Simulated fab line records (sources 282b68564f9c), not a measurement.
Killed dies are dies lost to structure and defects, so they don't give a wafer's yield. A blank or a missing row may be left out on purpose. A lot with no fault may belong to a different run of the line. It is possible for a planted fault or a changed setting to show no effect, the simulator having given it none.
fab line records	flow rit-cmos
record lots=15	wafers=45	last-day=7
route steps=202 shown M1@200
lots that met no fault: taken from a fault-free run of the same line
start-h: hours from the record's opening day to when the first of the lot's shown wafers began	wait-h: hours since the lot's step before	" same as the row above	L1.1+2: a single row standing in for several wafers	- either no value or no given start	* or withheld: withheld	< > ~ a bound
route shown NAME@n: names a module that has steps shown in the file, with the first one's number in the route	usual: average and standard deviation across the fault-free wafers	same: alike in all rows	chamber/n: place in a boat	sites: readings site by site	_std_site: the standard deviation of these	_edge_site: the outer-site mean with the inner-site mean subtracted	radius-mm: how far each site lies from the wafer's centre	mask NAME#n: copy n	behind: the last tool/chamber to shape the wafer	hold: why the lot went on hold/how many hours it stayed there/how the hold came to an end	device: names the non-switching transistor (n, p or np)	end of line: the same wafers' tests at the end of the route	a step without rows: its recipe alone	killed: dies lost to structure and defects at the first sort, not the wafer's yield	map: per-die view of a wafer (x killed, . not killed, _ where there is no die)
set.NAME: the run value of the setting; set.NAME@STEP: its run value at that earlier step	model.NAME: the simulator's own value behind a step, which no gauge read
one table for each step of the route and one row for each wafer, over a sample of lots
## steps
# step RIT_M1_ANNEAL_15
# recipe temp-c=450	time-s=1800	ambient=forming_gas_H2N2
# usual spike-tc-centre-C=453.5/0.89	spike-tc-load-C=468.8/1.1	spike-tc-source-C=465.5/0.99	tube-center-temp-C=450/0.036	tube_center_temp_C_max=451.15/0.19	zone-power-centre-pct=19.45/0.2	zone-power-load-pct=6.39/0.064	zone-power-source-pct=8.39/0.079
lot.wafer	tool	chamber	start-h	wait-h	spike-tc-centre-C	spike-tc-load-C	spike-tc-source-C	tube-center-temp-C	tube_center_temp_C_max	zone-power-centre-pct	zone-power-load-pct	zone-power-source-pct
L496.2	furnace-02	0	65.71	0.1	453.7	466.4	464.5	450.01	451.30	19.23	6.30	8.43
L496.5	"	0	"	"	453.4	468.2	466.6	450.07	451.12	19.55	6.42	8.34
L496.6	"	0	"	"	453.3	471.1	464.3	449.97	451.40	19.85	6.44	8.37
L497.1	furnace-02	0	71.19	0.1	453.7	468.6	466.3	449.92	451.01	19.51	6.24	8.33
L497.2	"	0	"	"	452.8	467.9	466.0	450.02	451.37	19.78	6.40	8.32
L497.4	"	0	"	"	455.0	466.5	466.6	449.94	451.31	19.54	6.53	8.46
L498.1	furnace-02	0	72.69	1.2	453.9	467.7	466.7	450.01	451.38	19.59	6.38	8.25
L498.2	"	0	"	"	453.9	467.5	464.7	450.03	451.29	19.42	6.31	8.45
L498.3	"	0	"	"	454.4	467.3	464.6	449.96	450.95	19.54	6.38	8.41
L499.2	furnace-02	0	78.84	0.1	453.7	471.8	464.2	449.98	451.07	19.07	6.41	8.47
L499.3	"	0	"	"	452.7	469.1	464.9	449.95	450.92	19.61	6.31	8.31
L499.5	"	0	"	"	453.4	469.0	464.6	450	451.13	19.53	6.44	8.49
L500.1	furnace-02	0	82.36	0.1	452.9	469.5	465.7	449.98	451.02	19.77	6.37	8.53
L500.2	"	0	"	"	453.0	471.3	466.6	449.99	451.05	19.57	6.49	8.37
L500.5	"	0	"	"	454.1	469.7	466.0	449.9	451.09	19.05	6.44	8.48
L502.3	furnace-02	0	89.14	0.1	453.3	469.4	465.5	450.05	451.17	19.44	6.46	8.42
L502.4	"	0	"	"	453.5	469.9	465.5	450.07	451.29	19.62	6.40	8.36
L502.5	"	0	"	"	453.9	469.6	467.4	450.01	451.01	19.23	6.39	8.48
L504.1	furnace-02	0	101.99	0.1	453.2	467.6	466.9	449.94	451.34	19.47	6.35	8.37
L504.2	"	0	"	"	454.4	470.3	465.8	449.99	451.29	19.17	6.24	8.29
L504.6	"	0	"	"	452.1	469.4	464.5	449.99	451.79	19.60	6.43	8.39
L507.1	furnace-02	0	122.75	0.1	455.7	468.2	466.4	449.99	451.42	19.28	6.35	8.37
L507.2	"	0	"	"	453.5	469.3	465.3	450.04	451.13	19.42	6.36	8.41
L507.5	"	0	"	"	455.9	468.8	465.3	450.02	451.16	19.11	6.36	8.30
L509.1	furnace-02	0	138.64	0.1	453.8	470.4	464.8	450.01	451.21	19.39	6.38	8.41
L509.2	"	0	"	"	452.5	466.8	465.6	449.94	450.91	19.25	6.47	8.45
L509.3	"	0	"	"	453.4	468.9	466.3	449.96	451.07	19.42	6.38	8.36
L511.1	furnace-02	0	141.88	0.1	453.4	470.1	466.8	449.98	450.90	19.50	6.50	8.41
L511.3	"	0	"	"	454.4	468.2	465.9	449.97	451.08	19.72	6.44	8.36
L511.4	"	0	"	"	453.3	468.7	467.3	450.06	451.22	19.56	6.26	8.35
L512.2	furnace-02	0	149.60	0.1	454.2	468.1	465.4	450.02	451.29	19.53	6.26	8.41
L512.4	"	0	"	"	452.8	468.4	465.6	450	450.79	19.37	6.50	8.48
L512.6	"	0	"	"	453.8	469.5	465.3	449.97	450.84	19.45	6.45	8.34
L513.3	furnace-02	0	156.79	0.1	453.3	469.8	465.7	449.99	451.02	19.54	6.36	8.60
L513.4	"	0	"	"	454.6	470.9	464.8	450.02	451.35	19.66	6.38	8.47
L513.6	"	0	"	"	455.1	468.4	466.5	450.01	450.83	19.08	6.46	8.33
L516.2	furnace-02	0	161.65	0.1	343.6	356.8	354.9	339.97	340.95	14.25	4.20	5.43
L516.3	"	0	"	"	343.2	357.9	353.9	339.98	341.22	14.39	4.17	5.44
L516.5	"	0	"	"	343.7	358.7	352.8	340	340.97	14.50	4.13	5.36
L515.1	furnace-02	0	163.15	1.4	342.6	358.0	352.4	339.99	340.82	14.49	4.22	5.42
L515.3	"	0	"	"	344.4	357.1	354.9	340.09	341.42	14.31	4.16	5.47
L515.5	"	0	"	"	344.0	357.6	353.4	340.01	341.61	14.43	4.24	5.49
L517.3	furnace-02	0	168.80	0.1	343.5	358.4	352.4	339.98	341.11	14.22	4.19	5.40
L517.4	"	0	"	"	343.4	357.8	353.7	339.99	341.39	14.05	4.24	5.54
L517.6	"	0	"	"	343.6	361.0	354.9	340.06	341.12	14.35	4.20	5.36
# step RIT_M1_PROBE_99
# usual defect-limited-yield=97.3/1.2	killed-at-contacts=0.1/0.25	killed-at-front-end=7/3.2	killed-dies=7/3.2	killed-open=3.5/2.2	killed-short=3.6/2.1	sort_bin_3_pad_short=0.1/0.22	sort_bin_5_function=1.5/0.87	sort_bin_6_memory=1.1/0.65	sort-n-pass=257/3.2	sort-yield-pct=97.3/1.2
# same gross-dies=264	killed_at_M0_to_M3=0	killed_at_M4_up=0	killed-at-back-side=0	killed-at-other=0
lot.wafer	tool	chamber	start-h	wait-h	defect-limited-yield[%]	killed-at-contacts	killed-at-front-end	killed-dies	killed-open	killed-short	sort_bin_3_pad_short[%]	sort_bin_5_function[%]	sort_bin_6_memory[%]	sort-n-pass	sort-yield-pct[%]
L496.2	prober-02	-	67.38	0.1	97.7	0	6	6	6	0	0	1.9	0.4	258	97.7
L496.5	prober-02	-	67.53	0.2	96.2	0	10	10	1	9	0	1.9	1.9	254	96.2
L496.6	prober-02	-	67.58	0.2	97.7	0	6	6	3	3	0	1.1	1.1	258	97.7
L497.1	prober-01	-	72.81	0.1	99.2	0	2	2	2	0	0	0.4	0.4	262	99.2
L497.2	prober-01	-	72.86	0.1	99.2	0	2	2	1	1	0.4	0	0.4	262	99.2
L497.4	prober-01	-	72.96	0.2	96.2	0	10	10	5	5	0	3.0	0.8	254	96.2
L498.1	prober-02	-	74.31	0.1	99.6	0	1	1	0	1	0	0.4	0	263	99.6
L498.2	prober-02	-	74.36	0.1	96.2	0	10	10	4	6	0.4	1.9	1.5	254	96.2
L498.3	prober-02	-	74.41	0.2	97.7	0	6	6	1	5	0	1.1	1.1	258	97.7
L499.2	prober-01	-	80.51	0.1	96.6	0	9	9	4	5	0	2.3	1.1	255	96.6
L499.3	prober-01	-	80.56	0.2	98.1	0	5	5	4	1	0.4	1.1	0.4	259	98.1
L499.5	prober-01	-	80.66	0.2	97.0	0	8	8	7	1	0	2.7	0.4	256	97.0
L500.1	prober-02	-	83.98	0.1	97.3	0	7	7	4	3	0	0.4	2.3	257	97.3
L500.2	prober-02	-	84.03	0.1	97.7	0	6	6	3	3	0.4	1.1	0.8	258	97.7
L500.5	prober-02	-	84.18	0.2	96.6	0	9	9	6	3	0	2.3	1.1	255	96.6
L502.3	prober-02	-	90.86	0.2	97.7	1	5	6	2	4	0	1.1	1.1	258	97.7
L502.4	prober-02	-	90.91	0.2	95.1	0	13	13	9	4	0	3.0	1.9	251	95.1
L502.5	prober-02	-	90.96	0.2	97.0	0	8	8	6	2	0.4	1.1	1.5	256	97.0
L504.1	prober-02	-	103.61	0.1	96.6	0	9	9	2	7	0	2.3	1.1	255	96.6
L504.2	prober-02	-	103.66	0.1	98.9	0	3	3	0	3	0	0.4	0.8	261	98.9
L504.6	prober-02	-	103.86	0.2	99.2	0	2	2	1	1	0	0.4	0.4	262	99.2
L507.1	prober-01	-	124.37	0.1	98.1	0	5	5	2	3	0	0.4	1.5	259	98.1
L507.2	prober-01	-	124.42	0.1	96.6	0	9	9	7	2	0	2.3	1.1	255	96.6
L507.5	prober-01	-	124.57	0.2	97.0	0	8	8	4	4	0.8	1.5	0.8	256	97.0
L509.1	prober-01	-	140.26	0.1	98.9	0	3	3	2	1	0	0	1.1	261	98.9
L509.2	prober-01	-	140.31	0.1	98.9	0	3	3	2	1	0	0	1.1	261	98.9
L509.3	prober-01	-	140.36	0.2	97.7	0	6	6	5	1	0	1.1	1.1	258	97.7
L511.1	prober-01	-	143.50	0.1	97.3	0	7	7	4	3	0	1.1	1.5	257	97.3
L511.3	prober-01	-	143.60	0.2	97.0	0	8	8	3	5	0	2.3	0.8	256	97.0
L511.4	prober-01	-	143.65	0.2	96.6	0	9	9	5	4	0	2.3	1.1	255	96.6
L512.2	prober-02	-	151.27	0.1	97.0	0	8	8	6	2	0.4	1.9	0.8	256	97.0
L512.4	prober-02	-	151.37	0.2	93.9	0	16	16	8	8	0.4	3.8	1.9	248	93.9
L512.6	prober-02	-	151.47	0.2	95.8	0	11	11	4	7	0	3.4	0.8	253	95.8
L513.3	prober-01	-	158.51	0.2	98.1	0	5	5	2	3	0.4	1.1	0.4	259	98.1
L513.4	prober-01	-	158.56	0.2	97.7	0	6	6	2	4	0.4	0.8	1.1	258	97.7
L513.6	prober-01	-	158.66	0.2	98.5	1	3	4	1	3	0	1.5	0	260	98.5
L516.2	prober-01	-	163.32	0.1	94.7	0	14	14	7	7	0.4	2.7	2.3	250	94.7
L516.3	prober-01	-	163.37	0.2	96.2	0	10	10	3	7	0.4	2.3	1.1	254	96.2
L516.5	prober-01	-	163.47	0.2	97.0	0	8	8	6	2	0.8	1.1	1.1	256	97.0
L515.1	prober-02	-	164.77	0.1	97.7	0	6	6	3	3	0	1.1	1.1	258	97.7
L515.3	prober-02	-	164.87	0.2	98.1	0	5	5	2	3	0	0.8	1.1	259	98.1
L515.5	prober-02	-	164.97	0.2	98.9	0	3	3	0	3	0	0.8	0.4	261	98.9
L517.3	prober-01	-	170.52	0.2	94.7	0	14	14	7	5	0.4	3.8	1.1	250	94.7
L517.4	prober-01	-	170.57	0.2	97.7	0	6	6	4	2	0	1.1	1.1	258	97.7
L517.6	prober-01	-	170.67	0.2	97.3	0	7	7	3	4	0.8	1.1	0.8	257	97.3
# killed by level:class
L496.2 FOX1:geometric-particle:open=3 GATE:geometric-particle:open=2 FOX2:geometric-particle:open=1
L496.5 GATE:geometric-particle:short=6 SPACER:geometric-particle:short=2 REOX:geometric-particle:short=1 REOX:geometric-particle:open=1
L496.6 GATE:geometric-particle:open=2 GATE:geometric-particle:short=2 SPACER:geometric-particle:open=1 SPACER:geometric-particle:short=1
L497.1 FOX2:geometric-particle:open=1 SILICIDE:geometric-particle:open=1
L497.2 FOX1:geometric-particle:open=1 GATE:geometric-particle:short=1
L497.4 GATE:geometric-particle:short=3 SILICIDE:geometric-particle:open=3 FOX1:geometric-particle:short=1 FOX2:geometric-particle:open=1 GATE:geometric-particle:open=1 SILICIDE:geometric-particle:short=1
L498.1 GATE:geometric-particle:short=1
L498.2 GATE:geometric-particle:short=5 SPACER:geometric-particle:open=2 FOX2:geometric-particle:open=1 GATE:geometric-particle:open=1 REOX:geometric-particle:short=1
L498.3 SPACER:geometric-particle:short=3 GATE:geometric-particle:short=1 REOX:geometric-particle:short=1 SPACER:geometric-particle:open=1
L499.2 FOX1:geometric-particle:short=2 GATE:geometric-particle:short=2 FOX1:geometric-particle:open=1 FOX2:geometric-particle:open=1 GATE:geometric-particle:open=1 SPACER:geometric-particle:short=1 SILICIDE:geometric-particle:open=1
L499.3 GATE:geometric-particle:open=3 FOX1:geometric-particle:short=1 REOX:geometric-particle:open=1
L499.5 FOX1:geometric-particle:open=4 FOX1:geometric-particle:short=1 FOX2:geometric-particle:open=1 GATE:geometric-particle:open=1 SILICIDE:geometric-particle:open=1
L500.1 FOX1:geometric-particle:short=2 FOX1:geometric-particle:open=2 GATE:geometric-particle:open=2 GATE:geometric-particle:short=1
L500.2 FOX1:geometric-particle:short=2 GATE:geometric-particle:open=1 GATE:geometric-particle:short=1 REOX:geometric-particle:open=1 SPACER:geometric-particle:open=1
L500.5 GATE:geometric-particle:open=5 GATE:geometric-particle:short=2 FOX1:geometric-particle:short=1 FOX1:geometric-particle:open=1
L502.3 GATE:geometric-particle:short=2 REOX:geometric-particle:open=2 REOX:geometric-particle:short=1 CONTACT:geometric-particle:short=1
L502.4 GATE:geometric-particle:open=7 FOX2:geometric-particle:open=2 GATE:geometric-particle:short=2 FOX1:geometric-particle:short=1 FOX2:geometric-particle:short=1
L502.5 GATE:geometric-particle:open=4 FOX2:geometric-particle:open=2 SILICIDE:geometric-particle:short=2
L504.1 GATE:geometric-particle:short=4 SILICIDE:geometric-particle:short=3 GATE:geometric-particle:open=2
L504.2 GATE:geometric-particle:short=2 SPACER:geometric-particle:short=1
L504.6 FOX1:geometric-particle:short=1 GATE:geometric-particle:open=1
L507.1 SPACER:geometric-particle:short=2 FOX1:geometric-particle:short=1 GATE:geometric-particle:open=1 SPACER:geometric-particle:open=1
L507.2 SPACER:geometric-particle:open=3 GATE:geometric-particle:short=2 FOX1:geometric-particle:open=1 GATE:geometric-particle:open=1 REOX:geometric-particle:open=1 SILICIDE:geometric-particle:open=1
L507.5 GATE:geometric-particle:open=3 FOX1:geometric-particle:short=2 FOX2:geometric-particle:open=1 GATE:geometric-particle:short=1 SPACER:geometric-particle:short=1
L509.1 FOX2:geometric-particle:short=1 REOX:geometric-particle:open=1 SILICIDE:geometric-particle:open=1
L509.2 GATE:geometric-particle:open=2 FOX1:geometric-particle:short=1
L509.3 REOX:geometric-particle:open=2 FOX1:geometric-particle:open=1 GATE:geometric-particle:short=1 GATE:geometric-particle:open=1 SILICIDE:geometric-particle:open=1
L511.1 GATE:geometric-particle:open=3 FOX1:geometric-particle:short=1 FOX2:geometric-particle:short=1 GATE:geometric-particle:short=1 SPACER:geometric-particle:open=1
L511.3 FOX1:geometric-particle:open=2 SPACER:geometric-particle:short=2 SILICIDE:geometric-particle:short=2 REOX:geometric-particle:short=1 REOX:geometric-particle:open=1
L511.4 FOX2:geometric-particle:short=2 REOX:geometric-particle:open=2 SILICIDE:geometric-particle:open=2 FOX1:geometric-particle:short=1 FOX1:geometric-particle:open=1 REOX:geometric-particle:short=1
L512.2 GATE:geometric-particle:open=4 FOX2:geometric-particle:open=2 SPACER:geometric-particle:short=1 GATE:geometric-particle:short=1
L512.4 GATE:geometric-particle:short=5 SPACER:geometric-particle:short=3 FOX1:geometric-particle:open=2 GATE:geometric-particle:open=2 SPACER:geometric-particle:open=2 REOX:geometric-particle:open=1 SILICIDE:geometric-particle:open=1
L512.6 GATE:geometric-particle:short=3 GATE:geometric-particle:open=3 REOX:geometric-particle:short=3 FOX1:geometric-particle:open=1 SILICIDE:geometric-particle:short=1
L513.3 ACTIVE:geometric-particle:short=1 GATE:geometric-particle:open=1 SPACER:geometric-particle:open=1 SPACER:geometric-particle:short=1 SILICIDE:geometric-particle:short=1
L513.4 GATE:geometric-particle:short=2 GATE:geometric-particle:open=1 REOX:geometric-particle:short=1 SPACER:geometric-particle:short=1 SPACER:geometric-particle:open=1
L513.6 FOX2:geometric-particle:short=1 GATE:geometric-particle:open=1 SPACER:geometric-particle:short=1 CONTACT:geometric-particle:short=1
L516.2 GATE:geometric-particle:open=5 GATE:geometric-particle:short=4 SILICIDE:geometric-particle:short=2 FOX1:geometric-particle:open=1 REOX:geometric-particle:open=1 REOX:geometric-particle:short=1
L516.3 GATE:geometric-particle:short=4 GATE:geometric-particle:open=2 FOX1:geometric-particle:short=1 FOX2:geometric-particle:short=1 SPACER:geometric-particle:short=1 SILICIDE:geometric-particle:open=1
L516.5 GATE:geometric-particle:open=3 SPACER:geometric-particle:open=1 REOX:geometric-particle:short=1 REOX:geometric-particle:open=1 SPACER:geometric-particle:short=1 SILICIDE:geometric-particle:open=1
L515.1 FOX1:geometric-particle:open=2 GATE:geometric-particle:short=2 GATE:geometric-particle:open=1 SILICIDE:geometric-particle:short=1
L515.3 GATE:geometric-particle:short=2 FOX1:geometric-particle:open=1 SILICIDE:geometric-particle:open=1 SILICIDE:geometric-particle:short=1
L515.5 FOX1:geometric-particle:short=2 REOX:geometric-particle:short=1
L517.3 GATE:geometric-particle:open=4 GATE:geometric-particle:short=3 SPACER:geometric-particle:open=2 PWELL:coat-microbubble-printed=2 FOX1:geometric-particle:short=1 SILICIDE:geometric-particle:open=1 SILICIDE:geometric-particle:short=1
L517.4 GATE:geometric-particle:open=2 FOX1:geometric-particle:short=1 FOX1:geometric-particle:open=1 GATE:geometric-particle:short=1 SPACER:geometric-particle:open=1
L517.6 GATE:geometric-particle:short=2 FOX1:geometric-particle:short=1 FOX1:geometric-particle:open=1 FOX2:geometric-particle:short=1 GATE:geometric-particle:open=1 SILICIDE:geometric-particle:open=1
## key
first-sign step=RIT_M1_ANNEAL_15	reading=tube-center-temp-C	direction=down	sigmas=99+	usual=*	struck=*
effect step=RIT_M1_ANNEAL_15	reading=tube_center_temp_C_max	direction=down	sigmas=99+	usual=*	struck=*
met-at RIT_M1_ANNEAL_15
struck-lots L515,L516,L517
fault kind=process-parameter-drift	tool=furnace-02	chamber=-	onset-h=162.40	steps=RIT_M1_ANNEAL_15	channel=temp-c	offset=*	shape=step	end-h=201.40	stated=*
